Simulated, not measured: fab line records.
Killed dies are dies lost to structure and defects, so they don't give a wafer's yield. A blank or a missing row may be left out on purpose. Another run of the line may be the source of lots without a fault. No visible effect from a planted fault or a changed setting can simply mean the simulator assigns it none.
Which tool did it? + flow berkeley_cmos170 + 13 lots, 39 wafers sampled, at 3 steps of a route of 331

== WHAT EACH GAUGE READ, for each wafer ==
UCB170_NSD_CD_MEAS_06: target cd 1200 nm. Usual: cd_nm 1199.9 nm, standard deviation 1.6.
| lot  | measured     | on        | cd_nm (nm)           | flag |
|------|--------------|-----------|----------------------|------|
| L150 | day 6 05:39  | cd_sem-02 | 1200.1 1200.4 1200.3 |      |
| L151 | day 6 13:57  | cd_sem-01 | 1198.1 1201.0 1200.2 |      |
| L153 | day 7 02:20  | cd_sem-01 | 1199.0 1199.2 1198.4 |      |
| L152 | day 7 02:36  | cd_sem-02 | 1203.6 1204.3 1204.4 |      |
| L154 | day 7 03:20  | cd_sem-01 | 1197.1 1199.0 1197.0 |      |
| L156 | day 7 11:59  | cd_sem-01 | 1198.2 1199.3 1197.4 |      |
| L158 | day 7 12:09  | cd_sem-01 | 1198.7 1197.3 1199.7 |      |
| L157 | day 7 12:16  | cd_sem-02 | 1199.3 1199.8 1198.1 |      |
| L162 | day 8 20:01  | cd_sem-02 | 1200.8 1199.8 1201.2 |      |
| L161 | day 8 20:17  | cd_sem-02 | - - -                | OFF  |
| L167 | day 10 09:20 | cd_sem-02 | 1198.3 1197.7 1197.3 |      |
| L168 | day 10 09:40 | cd_sem-01 | 1200.4 1199.1 1199.6 |      |
| L172 | day 11 06:15 | cd_sem-02 | 1200.0 1201.2 1200.4 |      |

UCB170_NSD_TW_MEAS_10. Usual: NSD_TW 4196, standard deviation 44.
| lot  | measured     | on            | NSD_TW         | flag |
|------|--------------|---------------|----------------|------|
| L150 | day 6 06:04  | film_metro-01 | 4266 4234 4230 |      |
| L151 | day 6 14:21  | film_metro-01 | 4255 4236 4259 |      |
| L153 | day 7 02:44  | film_metro-04 | 4127 4092 4083 |      |
| L152 | day 7 03:01  | film_metro-01 | 4213 4210 4233 |      |
| L154 | day 7 03:44  | film_metro-03 | 4201 4170 4163 |      |
| L156 | day 7 12:23  | film_metro-01 | 4223 4224 4220 |      |
| L158 | day 7 12:32  | film_metro-03 | 4183 4186 4190 |      |
| L157 | day 7 12:40  | film_metro-01 | 4194 4220 4208 |      |
| L162 | day 8 20:25  | film_metro-01 | 4252 4247 4218 |      |
| L161 | day 8 20:40  | film_metro-01 | 30 30 30       | OFF  |
| L167 | day 10 09:45 | film_metro-01 | 4266 4262 4242 |      |
| L168 | day 10 10:04 | film_metro-03 | 4198 4180 4201 |      |
| L172 | day 11 06:40 | film_metro-03 | 4197 4177 4176 |      |

== TOOL THAT RAN EACH LOT (tool first, then ch and the chambers of the sampled wafers, then the start) ==
| lot  | UCB170_NSD_EXPOSE_03              |
|------|-----------------------------------|
| L150 | krf_scanner-01 ch 0, day 6 05:16  |
| L151 | krf_scanner-01 ch 0, day 6 13:16  |
| L153 | krf_scanner-01 ch 0, day 7 01:50  |
| L152 | krf_scanner-01 ch 0, day 7 02:11  |
| L154 | krf_scanner-02 ch 0, day 7 02:46  |
| L156 | krf_scanner-02 ch 0, day 7 11:25  |
| L158 | krf_scanner-01 ch 0, day 7 11:41  |
| L157 | krf_scanner-01 ch 0, day 7 11:46  |
| L162 | krf_scanner-01 ch 0, day 8 19:37  |
| L161 | krf_scanner-01 ch 0, day 8 19:51  |
| L167 | krf_scanner-01 ch 0, day 10 08:50 |
| L168 | krf_scanner-01 ch 0, day 10 09:05 |
| L172 | krf_scanner-02 ch 0, day 11 05:36 |
- UCB170_NSD_EXPOSE_03: exposes mask NSELECT MOD, target cd 1200 nm.

== AS READ BY THE TOOLS THEMSELVES (means over the sampled wafers that have a number; for cases with no such wafer, the mark the record gives instead) ==
UCB170_NSD_EXPOSE_03. Usual: stage_vel_mm_s 499.98 mm/s, standard deviation 0.24.
| lot  | tool           | stage_vel_mm_s (mm/s) | flag |
|------|----------------|-----------------------|------|
| L150 | krf_scanner-01 | 500.07                |      |
| L151 | krf_scanner-01 | 499.90                |      |
| L153 | krf_scanner-01 | 500.18                |      |
| L152 | krf_scanner-01 | 500.36                |      |
| L154 | krf_scanner-02 | 500.21                |      |
| L156 | krf_scanner-02 | 499.92                |      |
| L158 | krf_scanner-01 | 499.82                |      |
| L157 | krf_scanner-01 | 499.92                |      |
| L162 | krf_scanner-01 | 499.64                |      |
| L161 | krf_scanner-01 | 500.36                |      |
| L167 | krf_scanner-01 | 499.86                |      |
| L168 | krf_scanner-01 | 500.14                |      |
| L172 | krf_scanner-02 | 499.77                |      |

== THE ANSWER, worked out from the rows above alone ==
Rule: a lot is off if the mean of its wafers that have a number lies more than 3 standard deviations from the usual mean. A lot without any number at a reading at which 4 lots or more have one is off too. Any other lot the step has rows for is counted as sound. Order of review: gauges by route order, followed by the tools' own readings, for which a lot's mean as printed above is used. The first step at which some lot is off is used, and at that step the reading that is off furthest; a lot without a number counts as furthest.
Off: L161, at UCB170_NSD_CD_MEAS_06 (cd_nm). Without a number there: L161.
If a tool, at a process step before that reading, ran all the lots that are off and no sound lot after the first of them, it fits. Not tried: the gauges at UCB170_NSD_CD_MEAS_06; whatever is off there is also off at UCB170_NSD_TW_MEAS_10, on other tools, and gauge error can't account for it. Of those tried, none fits.

== WHAT THE SIMULATOR HAD INSERTED ==
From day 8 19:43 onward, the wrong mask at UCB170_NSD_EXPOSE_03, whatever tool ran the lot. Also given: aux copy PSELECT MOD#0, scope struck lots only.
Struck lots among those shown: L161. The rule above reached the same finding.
